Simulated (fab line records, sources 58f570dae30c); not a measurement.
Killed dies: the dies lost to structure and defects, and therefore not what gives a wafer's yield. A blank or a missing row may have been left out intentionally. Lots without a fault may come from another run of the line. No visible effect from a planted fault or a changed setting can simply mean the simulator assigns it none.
fab line records    flow berkeley_cmos170
record lots=24  wafers=72  last_day=12
route steps=331 shown V1@269 V2@304 M3@324
lots untouched by any fault: they come from a run of this same line in which no faults occurred
start_h: the number of hours between the record's first day and the start of the first shown wafer of the lot    wait_h: hours elapsed since this lot's preceding step    " same as the row above    L1.1+2: a row that stands for several wafers    - either no value or no given start    * or withheld: withheld    < > ~ a bound
route shown NAME@n: NAME is a module with steps in the file, n the number in the route of the first one    usual: mean/standard deviation taken from wafers without a fault    same: alike in all rows    chamber/n: place in a boat    sites: readings site by site    _std_site: standard deviation across them    _edge_site: mean of outer sites minus mean of inner sites    radius_mm: how far each site lies from the wafer's centre    mask NAME#n: copy n    behind: the most recent tool/chamber to have shaped the wafer    hold: cause of the lot's hold/its duration in hours/its outcome    device: which transistor (n, p or np) failed to switch    end of line: the tests these same wafers got at the end of their route    for a step that has no rows: nothing shown but its recipe    killed: not the wafer's yield, but the dies lost to structure and defects at the first sort    map: shows each die of a wafer: x if killed, . if not, _ if none is there
set.NAME: the setting as run; set.NAME@STEP: as run at that earlier step    model.NAME: the simulator's own value behind a step, which no gauge read
a sample of lots followed through the steps of the route, with each step as a table and each wafer as a row
services: a tool's chamber out of use, with start hour (start_h, from the record's first day; less than 0 if before it), hours out, and reason
## steps
# step UCB170_V1_STRIP_15
# recipe chemistry=O2  power_w=400  pressure_mtorr=3500  platen_temp_c=withheld  o2_flow_sccm=400  overash_fraction=0.5
# usual drypump_motor_current_A=5.9/0.34  oes_product_au=0.722/0.0043  strip_time_to_endpoint_s=15.30/0.11
# same overash_fraction=0.5
lot.wafer  tool             chamber  start_h  wait_h  drypump_motor_current_A  oes_product_au  rf_hours_counter_h  strip_time_to_endpoint_s
L077.2     plasma_asher-02  1        191.56   0.1     6.3                      0.726           49                  15.21
L077.3     "                1        "        "       6.3                      0.723           -                   15.29
L077.5     "                1        "        "       6.4                      0.731           -                   15.32
L074.4     plasma_asher-04  0        193.49   0.1     5.5                      0.724           -                   15.43
L074.5     "                1        "        "       5.5                      0.731           -                   15.36
L074.6     "                0        "        "       5.5                      0.718           -                   15.40
L075.2     plasma_asher-04  0        195.18   0.1     5.6                      0.727           49                  15.37
L075.3     "                1        "        "       5.5                      0.720           -                   15.24
L075.6     "                0        "        "       5.6                      0.717           -                   15.34
L076.2     plasma_asher-02  0        195.46   0.1     6.2                      0.722           49                  15.20
L076.3     "                1        "        "       6.4                      0.723           -                   15.21
L076.6     "                1        "        "       6.3                      0.725           -                   15.24
L079.1     plasma_asher-04  1        201.66   0.1     5.5                      0.732           50                  15.34
L079.2     "                0        "        "       5.5                      0.716           50                  15.29
L079.3     "                0        "        "       5.5                      0.721           -                   15.35
L080.1     plasma_asher-01  0        203.72   0.1     6.3                      0.721           12                  15.31
L080.2     "                1        "        "       6.0                      0.725           12                  15.35
L080.5     "                1        "        "       6.0                      0.719           -                   15.19
L078.2     plasma_asher-04  1        209.87   0.1     5.5                      0.720           51                  15.44
L078.3     "                1        "        "       5.5                      0.720           -                   15.45
L078.5     "                0        "        "       5.6                      0.718           -                   15.37
L082.1     plasma_asher-04  0        210.43   0.1     5.5                      0.722           51                  15.32
L082.2     "                1        "        "       5.5                      0.718           51                  15.42
L082.3     "                1        "        "       5.5                      0.715           -                   15.64
L081.3     plasma_asher-02  1        211.36   0.1     6.4                      0.723           -                   15.00
L081.4     "                0        "        "       6.2                      0.718           -                   15.21
L081.5     "                1        "        "       6.4                      0.724           -                   15.13
L083.1     plasma_asher-01  0        222.68   0.1     6.2                      0.725           15                  15.25
L083.3     "                1        "        "       6.0                      0.726           -                   15.21
L083.5     "                1        "        "       6.0                      0.728           -                   15.17
L085.4     plasma_asher-02  0        223.57   0.1     6.1                      0.717           -                   15.32
L085.5     "                1        "        "       6.3                      0.722           -                   15.35
L085.6     "                0        "        "       6.2                      0.719           -                   15.27
L084.4     plasma_asher-01  1        225.60   0.1     6.0                      0.718           -                   15.45
L084.5     "                0        "        "       6.3                      0.719           -                   15.48
L084.6     "                1        "        "       6.0                      0.718           -                   15.55
L086.3     plasma_asher-04  1        232.39   0.1     5.5                      0.718           -                   15.19
L086.4     "                0        "        "       5.5                      0.721           -                   15.20
L086.6     "                0        "        "       5.6                      0.728           -                   15.12
L088.2     plasma_asher-04  0        236.16   0.1     5.6                      0.711           53                  15.24
L088.4     "                1        "        "       5.5                      0.721           -                   15.19
L088.6     "                0        "        "       5.5                      0.719           -                   15.33
L087.1     plasma_asher-02  1        238.29   0.1     6.4                      0.721           55                  15.32
L087.3     "                0        "        "       6.2                      0.722           -                   15.20
L087.6     "                1        "        "       6.3                      0.723           -                   15.24
L089.1     plasma_asher-01  1        238.90   0.1     6.1                      0.727           17                  15.35
L089.4     "                1        "        "       6.0                      0.720           -                   15.23
L089.6     "                1        "        "       6.0                      0.729           -                   15.36
L091.1     plasma_asher-01  0        263.58   0.1     6.3                      0.730           19                  15.26
L091.3     "                0        "        "       6.3                      0.720           -                   15.41
L091.5     "                0        "        "       6.3                      0.715           -                   15.40
L094.1     plasma_asher-01  0        265.57   0.1     6.3                      0.720           19                  15.38
L094.3     "                0        "        "       6.3                      0.728           -                   15.34
L094.5     "                0        "        "       6.3                      0.725           -                   15.26
L090.2     plasma_asher-04  1        266.57   0.1     5.5                      0.723           56                  15.46
L090.4     "                0        "        "       5.5                      0.716           -                   15.46
L090.5     "                0        "        "       5.6                      0.717           -                   15.44
L092.2     plasma_asher-01  0        266.69   0.1     6.3                      0.720           19                  15.22
L092.3     "                1        "        "       6.1                      0.722           -                   15.16
L092.5     "                1        "        "       6.1                      0.713           -                   15.21
L093.3     plasma_asher-02  1        266.88   0.1     6.3                      0.720           -                   15.20
L093.5     "                0        "        "       6.1                      0.733           -                   15.18
L093.6     "                1        "        "       6.3                      0.723           -                   15.28
L095.2     plasma_asher-01  1        283.86   0.1     6.1                      0.727           22                  15.10
L095.4     "                0        "        "       6.3                      0.725           -                   15.24
L095.5     "                0        "        "       6.3                      0.722           -                   15.33
L096.3     plasma_asher-02  0        284.17   0.1     6.1                      0.724           -                   15.22
L096.5     "                1        "        "       6.3                      0.722           -                   15.37
L096.6     "                0        "        "       6.1                      0.728           -                   15.36
L097.2     plasma_asher-04  1        284.38   0.1     5.5                      0.726           58                  15.05
L097.3     "                0        "        "       5.6                      0.717           -                   15.06
L097.5     "                1        "        "       5.5                      0.720           -                   15.17
# step UCB170_V2_CD_MEAS_12
# recipe target_cd_nm=700
# usual cd_nm=700.6/1.3
lot.wafer  tool       chamber  start_h  wait_h  cd_nm
L077.2     cd_sem-02  -        198.24   -       701.7
L077.3     "          -        "        "       701.4
L077.5     "          -        "        "       700.7
L074.4     cd_sem-02  -        199.30   -       698.7
L074.5     "          -        "        "       698.0
L074.6     "          -        "        "       698.3
L075.2     cd_sem-01  -        200.75   -       702.8
L075.3     "          -        "        "       699.5
L075.6     "          -        "        "       701.6
L076.2     cd_sem-01  -        201.07   -       699.6
L076.3     "          -        "        "       700.5
L076.6     "          -        "        "       699.8
L079.1     cd_sem-02  -        207.30   -       700.8
L079.2     "          -        "        "       700.9
L079.3     "          -        "        "       699.3
L080.1     cd_sem-01  -        208.89   -       699.9
L080.2     "          -        "        "       700.1
L080.5     "          -        "        "       701.7
L082.1     cd_sem-01  -        217.72   -       699.1
L082.2     "          -        "        "       700.5
L082.3     "          -        "        "       698.6
L078.2     cd_sem-02  -        218.29   -       701.8
L078.3     "          -        "        "       701.2
L078.5     "          -        "        "       701.7
L081.3     cd_sem-01  -        218.35   -       701.8
L081.4     "          -        "        "       701.7
L081.5     "          -        "        "       701.4
L083.1     cd_sem-01  -        227.86   -       700.6
L083.3     "          -        "        "       700.0
L083.5     "          -        "        "       700.3
L085.4     cd_sem-01  -        228.60   -       700.1
L085.5     "          -        "        "       701.4
L085.6     "          -        "        "       699.9
L084.4     cd_sem-02  -        232.69   -       700.2
L084.5     "          -        "        "       700.1
L084.6     "          -        "        "       699.3
L086.3     cd_sem-01  -        239.27   -       701.1
L086.4     "          -        "        "       701.4
L086.6     "          -        "        "       702.4
L088.2     cd_sem-02  -        242.72   -       697.4
L088.4     "          -        "        "       698.8
L088.6     "          -        "        "       697.7
L087.1     cd_sem-01  -        244.18   -       698.6
L087.3     "          -        "        "       699.7
L087.6     "          -        "        "       697.8
L089.1     cd_sem-02  -        244.45   -       701.3
L089.4     "          -        "        "       701.4
L089.6     "          -        "        "       700.6
L091.1     cd_sem-02  -        269.71   -       701.4
L091.3     "          -        "        "       700.8
L091.5     "          -        "        "       701.7
L094.1     cd_sem-02  -        271.12   -       703.0
L094.3     "          -        "        "       701.1
L094.5     "          -        "        "       701.5
L090.2     cd_sem-01  -        272.08   -       701.6
L090.4     "          -        "        "       700.2
L090.5     "          -        "        "       702.2
L092.2     cd_sem-01  -        272.63   -       702.8
L092.3     "          -        "        "       701.9
L092.5     "          -        "        "       703.1
L093.3     cd_sem-01  -        273.01   -       699.4
L093.5     "          -        "        "       699.8
L093.6     "          -        "        "       699.5
L095.2     cd_sem-02  -        289.78   -       700.7
L095.4     "          -        "        "       701.2
L095.5     "          -        "        "       702.1
L096.3     cd_sem-02  -        290.26   -       701.5
L096.5     "          -        "        "       702.4
L096.6     "          -        "        "       702.5
L097.2     cd_sem-02  -        290.82   -       700.5
L097.3     "          -        "        "       700.5
L097.5     "          -        "        "       700.9
# step UCB170_V2_ETCH_14
# recipe chemistry=CHF3/CF4/Ar  target=SiO2  stop_on=Al  CHF3_flow_sccm=45  cf4_flow_sccm=15  Ar_flow_sccm=150  pressure_mtorr=200  rf_w=700  target_depth_a=12500  over_etch_frac=0.25  time_s=291
# usual drypump_motor_current_A=5.9/0.41  oes_product_au=0.875/0.012  rf_fwd_power_W=698.7/2.1  throttle_valve_pct=6.93/0.14
lot.wafer  tool         chamber  start_h  wait_h  drypump_motor_current_A  oes_product_au  rf_fwd_power_W  rf_hours_counter_h  throttle_valve_pct
L077.2     rie_diel-04  2        198.38   0.0     4.9                      0.878           700.9           113                 6.78
L077.3     "            3        "        "       6.0                      0.864           697.3           103                 6.70
L077.5     "            0        "        "       5.9                      0.856           697.5           -                   7.07
L074.4     rie_diel-03  2        199.49   0.1     5.9                      0.897           698.4           -                   7.09
L074.5     "            3        "        "       5.8                      0.879           701.6           -                   6.97
L074.6     "            0        "        "       5.9                      0.877           696.6           -                   6.79
L075.2     rie_diel-04  0        200.89   0.0     6.0                      0.862           699.0           20                  7.05
L075.3     "            1        "        "       6.3                      0.853           692.7           10                  7.11
L075.6     "            0        "        "       5.9                      0.855           700.3           -                   7.08
L076.2     rie_diel-03  0        201.20   0.0     5.9                      0.880           696.4           5                   6.81
L076.3     "            3        "        "       5.8                      0.872           699.3           147                 6.97
L076.6     "            3        "        "       5.8                      0.869           698.4           -                   6.95
L079.1     rie_diel-04  3        207.45   0.0     6.0                      0.861           698.0           104                 6.72
L079.2     "            1        "        "       6.3                      0.866           696.2           10                  7.11
L079.3     "            2        "        "       4.9                      0.879           698.5           113                 6.76
L080.1     rie_diel-03  0        209.05   0.0     5.9                      0.877           698.8           5                   6.79
L080.2     "            2        "        "       5.9                      0.896           695.7           54                  7.09
L080.5     "            3        "        "       5.8                      0.870           699.1           -                   6.96
L082.1     rie_diel-03  1        217.88   0.0     6.1                      0.861           698.4           0                   7.01
L082.2     "            0        "        "       5.9                      0.874           701.7           6                   6.80
L082.3     "            2        "        "       5.9                      0.901           697.3           55                  7.07
L078.2     rie_diel-04  1        218.43   0.0     6.3                      0.856           700.5           11                  7.10
L078.3     "            3        "        "       6.0                      0.869           697.4           105                 6.70
L078.5     "            3        "        "       6.0                      0.871           697.1           -                   6.71
L081.3     rie_diel-01  2        218.47   0.0     6.4                      0.882           702.1           46                  6.89
L081.4     "            1        "        "       5.3                      0.881           700.3           19                  7.00
L081.5     "            0        "        "       5.5                      0.878           698.0           -                   6.78
L083.1     rie_diel-01  1        228.02   0.0     5.3                      0.895           700.0           20                  7.01
L083.3     "            3        "        "       6.3                      0.879           698.8           47                  7.07
L083.5     "            2        "        "       6.4                      0.885           698.8           -                   6.89
L085.4     rie_diel-04  1        228.69   0.0     6.3                      0.859           697.2           11                  7.09
L085.5     "            2        "        "       4.9                      0.881           696.6           -                   6.77
L085.6     "            3        "        "       6.0                      0.871           696.6           -                   6.71
L084.4     rie_diel-03  2        232.87   0.1     5.9                      0.900           697.6           -                   7.07
L084.5     "            1        "        "       6.1                      0.853           696.8           -                   6.98
L084.6     "            0        "        "       5.9                      0.878           699.8           -                   6.80
L086.3     rie_diel-01  0        239.38   0.0     5.4                      0.870           698.3           10                  6.78
L086.4     "            1        "        "       5.3                      0.883           698.7           20                  7.01
L086.6     "            3        "        "       6.3                      0.891           697.5           -                   7.03
L088.2     rie_diel-01  3        242.86   0.0     6.4                      0.881           701.8           47                  7.06
L088.4     "            2        "        "       6.4                      0.875           699.3           48                  6.88
L088.6     "            1        "        "       5.3                      0.876           697.9           -                   7.02
L087.1     rie_diel-04  0        244.33   0.0     6.0                      0.862           695.2           23                  7.06
L087.3     "            1        "        "       6.3                      0.855           695.0           12                  7.08
L087.6     "            3        "        "       6.0                      0.868           698.4           -                   6.72
L089.1     rie_diel-03  2        244.61   0.0     5.9                      0.888           701.7           57                  7.07
L089.4     "            2        "        "       5.9                      0.897           700.6           -                   7.07
L089.6     "            0        "        "       5.9                      0.880           701.8           -                   6.79
L091.1     rie_diel-04  1        269.86   0.0     6.3                      0.856           696.5           13                  7.10
L091.3     "            2        "        "       4.9                      0.880           696.1           116                 6.76
L091.5     "            2        "        "       4.9                      0.881           696.7           -                   6.77
L094.1     rie_diel-01  0        271.27   0.0     5.5                      0.874           697.5           12                  6.77
L094.3     "            1        "        "       5.3                      0.877           701.1           22                  7.01
L094.5     "            1        "        "       5.4                      0.884           699.6           -                   7.02
L090.2     rie_diel-03  0        272.21   0.0     5.9                      0.872           699.8           9                   6.80
L090.4     "            2        "        "       5.9                      0.894           697.8           59                  7.07
L090.5     "            0        "        "       5.9                      0.883           697.9           -                   6.79
L092.2     rie_diel-04  3        272.77   0.0     6.0                      0.870           694.0           107                 6.71
L092.3     "            0        "        "       6.0                      0.856           696.4           24                  7.07
L092.5     "            0        "        "       6.0                      0.854           697.9           -                   7.05
L093.3     rie_diel-01  1        273.12   0.0     5.3                      0.892           697.6           22                  7.01
L093.5     "            0        "        "       5.4                      0.878           701.5           -                   6.77
L093.6     "            3        "        "       6.3                      0.878           699.4           -                   7.04
L095.2     rie_diel-01  3        289.91   0.0     6.3                      0.885           697.9           50                  7.06
L095.4     "            2        "        "       6.4                      0.885           697.5           50                  6.88
L095.5     "            0        "        "       5.4                      0.877           699.5           -                   6.76
L096.3     rie_diel-03  0        290.37   0.0     5.9                      0.876           699.0           10                  6.79
L096.5     "            1        "        "       6.1                      0.866           699.0           -                   7.00
L096.6     "            0        "        "       5.9                      0.882           700.3           -                   6.81
L097.2     rie_diel-01  0        290.96   0.0     5.4                      0.874           700.7           13                  6.78
L097.3     "            3        "        "       6.3                      0.888           697.2           50                  7.06
L097.5     "            2        "        "       6.4                      0.891           699.8           -                   6.87
# step UCB170_M3_CD_MEAS_15
# recipe target_cd_nm=700
# usual cd_nm=699.8/1.8
lot.wafer  tool       chamber  start_h  wait_h  cd_nm
L077.2     cd_sem-01  -        201.21   -       698.1
L077.3     "          -        "        "       699.1
L077.5     "          -        "        "       697.8
L074.4     cd_sem-02  -        203.63   -       700.3
L074.5     "          -        "        "       699.1
L074.6     "          -        "        "       700.3
L075.2     cd_sem-01  -        204.86   -       702.4
L075.3     "          -        "        "       701.3
L075.6     "          -        "        "       701.1
L076.2     cd_sem-02  -        204.93   -       700.9
L076.3     "          -        "        "       700.0
L076.6     "          -        "        "       701.6
L079.1     cd_sem-01  -        210.64   -       702.9
L079.2     "          -        "        "       701.9
L079.3     "          -        "        "       702.0
L080.1     cd_sem-01  -        211.91   -       699.9
L080.2     "          -        "        "       698.5
L080.5     "          -        "        "       699.4
L082.1     cd_sem-02  -        221.59   -       701.1
L082.2     "          -        "        "       700.9
L082.3     "          -        "        "       700.9
L078.2     cd_sem-01  -        221.68   -       695.9
L078.3     "          -        "        "       695.6
L078.5     "          -        "        "       694.0
L081.3     cd_sem-01  -        222.03   -       703.0
L081.4     "          -        "        "       702.5
L081.5     "          -        "        "       702.4
L083.1     cd_sem-02  -        231.08   -       699.4
L083.3     "          -        "        "       701.4
L083.5     "          -        "        "       699.1
L085.4     cd_sem-01  -        231.42   -       698.8
L085.5     "          -        "        "       698.0
L085.6     "          -        "        "       698.9
L084.4     cd_sem-01  -        239.17   -       700.9
L084.5     "          -        "        "       700.2
L084.6     "          -        "        "       700.3
L086.3     cd_sem-02  -        242.29   -       700.4
L086.4     "          -        "        "       701.0
L086.6     "          -        "        "       699.5
L088.2     cd_sem-01  -        245.30   -       699.2
L088.4     "          -        "        "       699.9
L088.6     "          -        "        "       700.5
L087.1     cd_sem-01  -        246.75   -       701.6
L087.3     "          -        "        "       700.4
L087.6     "          -        "        "       700.7
L089.1     cd_sem-02  -        247.08   -       701.0
L089.4     "          -        "        "       701.0
L089.6     "          -        "        "       700.8
L091.1     cd_sem-01  -        272.36   -       698.4
L091.3     "          -        "        "       698.2
L091.5     "          -        "        "       697.3
L094.1     cd_sem-01  -        275.16   -       700.9
L094.3     "          -        "        "       702.1
L094.5     "          -        "        "       702.9
L090.2     cd_sem-01  -        275.96   -       696.6
L090.4     "          -        "        "       696.7
L090.5     "          -        "        "       697.9
L092.2     cd_sem-02  -        276.46   -       702.0
L092.3     "          -        "        "       701.2
L092.5     "          -        "        "       700.4
L093.3     cd_sem-02  -        277.43   -       697.1
L093.5     "          -        "        "       698.5
L093.6     "          -        "        "       697.4
L095.2     cd_sem-01  -        292.43   -       699.7
L095.4     "          -        "        "       699.9
L095.5     "          -        "        "       699.0
L096.3     cd_sem-02  -        292.91   -       699.5
L096.5     "          -        "        "       701.2
L096.6     "          -        "        "       701.9
L097.2     cd_sem-01  -        293.27   -       698.9
L097.3     "          -        "        "       701.5
L097.5     "          -        "        "       699.3
# step UCB170_M3_CD_MEAS_90
# recipe target_cd_nm=700
# usual cd_nm=697.6/3
lot.wafer  tool       chamber  start_h  wait_h  cd_nm
L077.2     cd_sem-02  -        201.69   0.1     696.7
L077.3     "          -        "        "       698.4
L077.5     "          -        "        "       697.1
L074.4     cd_sem-02  -        204.12   0.1     700.4
L074.5     "          -        "        "       695.7
L074.6     "          -        "        "       696.4
L075.2     cd_sem-02  -        205.35   0.1     700.2
L075.3     "          -        "        "       694.7
L075.6     "          -        "        "       698.2
L076.2     cd_sem-01  -        205.42   0.1     695.3
L076.3     "          -        "        "       697.1
L076.6     "          -        "        "       695.4
L079.1     cd_sem-01  -        211.13   0.1     700.7
L079.2     "          -        "        "       700.3
L079.3     "          -        "        "       699.3
L080.1     cd_sem-01  -        212.39   0.1     694.8
L080.2     "          -        "        "       696.4
L080.5     "          -        "        "       696.8
L082.1     cd_sem-01  -        222.11   0.1     699.2
L082.2     "          -        "        "       700.3
L082.3     "          -        "        "       699.8
L078.2     cd_sem-01  -        222.25   0.2     693.9
L078.3     "          -        "        "       694.6
L078.5     "          -        "        "       690.7
L081.3     cd_sem-01  -        222.51   0.1     698.7
L081.4     "          -        "        "       697.5
L081.5     "          -        "        "       700.0
L083.1     cd_sem-01  -        231.57   0.1     700.2
L083.3     "          -        "        "       694.5
L083.5     "          -        "        "       698.5
L085.4     cd_sem-02  -        231.97   0.1     696.9
L085.5     "          -        "        "       694.7
L085.6     "          -        "        "       697.5
L084.4     cd_sem-02  -        239.65   0.1     698.0
L084.5     "          -        "        "       695.4
L084.6     "          -        "        "       699.8
L086.3     cd_sem-01  -        242.86   0.2     697.5
L086.4     "          -        "        "       699.9
L086.6     "          -        "        "       696.9
L088.2     cd_sem-02  -        245.78   0.1     694.4
L088.4     "          -        "        "       693.5
L088.6     "          -        "        "       697.6
L087.1     cd_sem-01  -        247.24   0.1     699.1
L087.3     "          -        "        "       696.9
L087.6     "          -        "        "       697.8
L089.1     cd_sem-02  -        247.56   0.1     700.8
L089.4     "          -        "        "       695.2
L089.6     "          -        "        "       696.2
L091.1     cd_sem-01  -        272.85   0.1     695.8
L091.3     "          -        "        "       690.8
L091.5     "          -        "        "       692.6
L094.1     cd_sem-01  -        275.70   0.1     697.9
L094.3     "          -        "        "       701.2
L094.5     "          -        "        "       702.0
L090.2     cd_sem-02  -        276.63   0.1     695.4
L090.4     "          -        "        "       694.5
L090.5     "          -        "        "       696.7
L092.2     cd_sem-01  -        276.94   0.1     696.4
L092.3     "          -        "        "       696.9
L092.5     "          -        "        "       699.6
L093.3     cd_sem-01  -        277.91   0.1     694.3
L093.5     "          -        "        "       696.3
L093.6     "          -        "        "       703.5
L095.2     cd_sem-01  -        292.92   0.1     694.1
L095.4     "          -        "        "       696.9
L095.5     "          -        "        "       695.7
L096.3     cd_sem-02  -        293.40   0.1     704.0
L096.5     "          -        "        "       703.9
L096.6     "          -        "        "       697.5
L097.2     cd_sem-02  -        293.76   0.1     700.0
L097.3     "          -        "        "       700.9
L097.5     "          -        "        "       698.1
# step UCB170_M3_BOW_MEAS_20
# recipe mode=bow
# usual M3_BOW=35/6.4
lot.wafer  tool           chamber  start_h  wait_h  M3_BOW[um]
L077.2     film_metro-04  -        201.95   0.2     29
L077.3     "              -        "        "       32
L077.5     "              -        "        "       31
L074.4     film_metro-04  -        204.24   0.1     39
L074.5     "              -        "        "       37
L074.6     "              -        "        "       22
L075.2     film_metro-01  -        205.47   0.1     43
L075.3     "              -        "        "       41
L075.6     "              -        "        "       41
L076.2     film_metro-01  -        205.59   0.1     39
L076.3     "              -        "        "       39
L076.6     "              -        "        "       42
L079.1     film_metro-04  -        211.25   0.1     26
L079.2     "              -        "        "       31
L079.3     "              -        "        "       32
L080.1     film_metro-01  -        212.51   0.1     32
L080.2     "              -        "        "       36
L080.5     "              -        "        "       33
L082.1     film_metro-01  -        222.23   0.1     36
L082.2     "              -        "        "       41
L082.3     "              -        "        "       42
L078.2     film_metro-04  -        222.37   0.1     34
L078.3     "              -        "        "       35
L078.5     "              -        "        "       35
L081.3     film_metro-01  -        222.63   0.1     36
L081.4     "              -        "        "       43
L081.5     "              -        "        "       34
L083.1     film_metro-01  -        231.69   0.1     38
L083.3     "              -        "        "       35
L083.5     "              -        "        "       35
L085.4     film_metro-03  -        232.09   0.1     39
L085.5     "              -        "        "       36
L085.6     "              -        "        "       28
L084.4     film_metro-03  -        239.77   0.1     41
L084.5     "              -        "        "       39
L084.6     "              -        "        "       46
L086.3     film_metro-03  -        242.98   0.1     43
L086.4     "              -        "        "       51
L086.6     "              -        "        "       35
L088.2     film_metro-04  -        245.90   0.1     28
L088.4     "              -        "        "       26
L088.6     "              -        "        "       34
L087.1     film_metro-04  -        247.36   0.1     24
L087.3     "              -        "        "       48
L087.6     "              -        "        "       42
L089.1     film_metro-03  -        247.68   0.1     28
L089.4     "              -        "        "       31
L089.6     "              -        "        "       28
L091.1     film_metro-03  -        272.97   0.1     29
L091.3     "              -        "        "       25
L091.5     "              -        "        "       30
L094.1     film_metro-03  -        275.82   0.1     28
L094.3     "              -        "        "       34
L094.5     "              -        "        "       34
L090.2     film_metro-03  -        276.75   0.1     33
L090.4     "              -        "        "       42
L090.5     "              -        "        "       39
L092.2     film_metro-01  -        277.06   0.1     34
L092.3     "              -        "        "       28
L092.5     "              -        "        "       26
L093.3     film_metro-04  -        278.03   0.1     34
L093.5     "              -        "        "       34
L093.6     "              -        "        "       34
L095.2     film_metro-04  -        293.04   0.1     34
L095.4     "              -        "        "       27
L095.5     "              -        "        "       27
L096.3     film_metro-03  -        293.52   0.1     31
L096.5     "              -        "        "       36
L096.6     "              -        "        "       39
L097.2     film_metro-01  -        293.88   0.1     32
L097.3     "              -        "        "       26
L097.5     "              -        "        "       36
## services
tool             chamber  start_h  hours  kind
rie_diel-01      1        169.53   3.3    repair
rie_diel-04      -        184.90   0.2    repair
rie_diel-03      1        192.44   -      clean
rie_diel-03      1        192.44   21.3   scheduled_down
rie_diel-03      1        192.44   21.3   vent_cycle
rie_diel-04      1        208.21   1.6    repair
rie_diel-04      -        213.16   0.7    repair
rie_diel-03      3        213.79   -      clean
rie_diel-03      3        213.79   31.1   scheduled_down
rie_diel-03      3        213.79   31.1   vent_cycle
plasma_asher-04  -        216.57   15.6   pm
rie_diel-04      -        221.56   0.5    repair
plasma_asher-01  -        229.83   2.7    repair
rie_diel-04      -        246.44   14.6   pm
plasma_asher-01  -        257.41   1.2    repair
## key
fault none
